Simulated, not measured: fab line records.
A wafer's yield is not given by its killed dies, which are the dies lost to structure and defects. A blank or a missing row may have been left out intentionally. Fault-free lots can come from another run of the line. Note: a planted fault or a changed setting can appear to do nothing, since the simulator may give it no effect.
Chamber matching :: flow berkeley cmos170 :: 4 sister chambers for UCB170_CONTACT_ETCH_17 on rie diel-03
The step etches BARC in N2/H2. 8 wafers are shown with their chamber, then 7 later ones without.

WAFERS PAIRED WITH THEIR CHAMBERS
wafer: L576.3
chamber: 1
throttle valve pct (%): 13.22
drypump motor current A (A): 5.3

wafer: L578.6
chamber: 2
throttle valve pct (%): 13.46
drypump motor current A (A): 5.8

wafer: L583.5
chamber: 0
throttle valve pct (%): 13.23
drypump motor current A (A): 6.6

wafer: L589.4
chamber: 1
throttle valve pct (%): 13.23
drypump motor current A (A): 5.4

wafer: L589.5
chamber: 3
throttle valve pct (%): 13.51
drypump motor current A (A): 5.6

wafer: L589.6
chamber: 0
throttle valve pct (%): 13.23
drypump motor current A (A): 6.5

wafer: L593.2
chamber: 3
throttle valve pct (%): 13.50
drypump motor current A (A): 5.6

wafer: L593.3
chamber: 2
throttle valve pct (%): 13.45
drypump motor current A (A): 5.8

WAFERS MISSING THEIR CHAMBER
wafer: L593.4
throttle valve pct (%): 13.24
drypump motor current A (A): 6.5

wafer: L590.1
throttle valve pct (%): 13.51
drypump motor current A (A): 5.6

wafer: L590.2
throttle valve pct (%): 13.46
drypump motor current A (A): 5.8

wafer: L590.5
throttle valve pct (%): 13.23
drypump motor current A (A): 5.4

wafer: L598.1
throttle valve pct (%): 13.46
drypump motor current A (A): 5.8

wafer: L598.2
throttle valve pct (%): 13.22
drypump motor current A (A): 5.4

wafer: L598.4
throttle valve pct (%): 13.22
drypump motor current A (A): 6.5

WHICH CHAMBER EACH WENT THROUGH
wafer: L593.4
from the rows above: 0
in truth: 0

wafer: L590.1
from the rows above: 3
in truth: 3

wafer: L590.2
from the rows above: 2
in truth: 2

wafer: L590.5
from the rows above: 1
in truth: 1

wafer: L598.1
from the rows above: 2
in truth: 2

wafer: L598.2
from the rows above: 1
in truth: 1

wafer: L598.4
from the rows above: 0
in truth: 0
Correct placement for 7 of the 7. Not placeable from these rows: 0. Number placed wrongly: 0.
How it was worked out, from the rows above alone: a wafer's distance from a chamber is the root of the sum, over the readings, of the square of ((its reading less the chamber's mean) divided by the reading's scatter). If the next closest chamber is less than 2 further off than the closest, the wafer can't be placed; otherwise it belongs to the closest. Each chamber's mean is taken over the wafers shown for it. How the scatter is found: for the shown wafers, subtract from each reading the mean of its chamber, square and add these, divide the total by (wafers less chambers), then take the root.
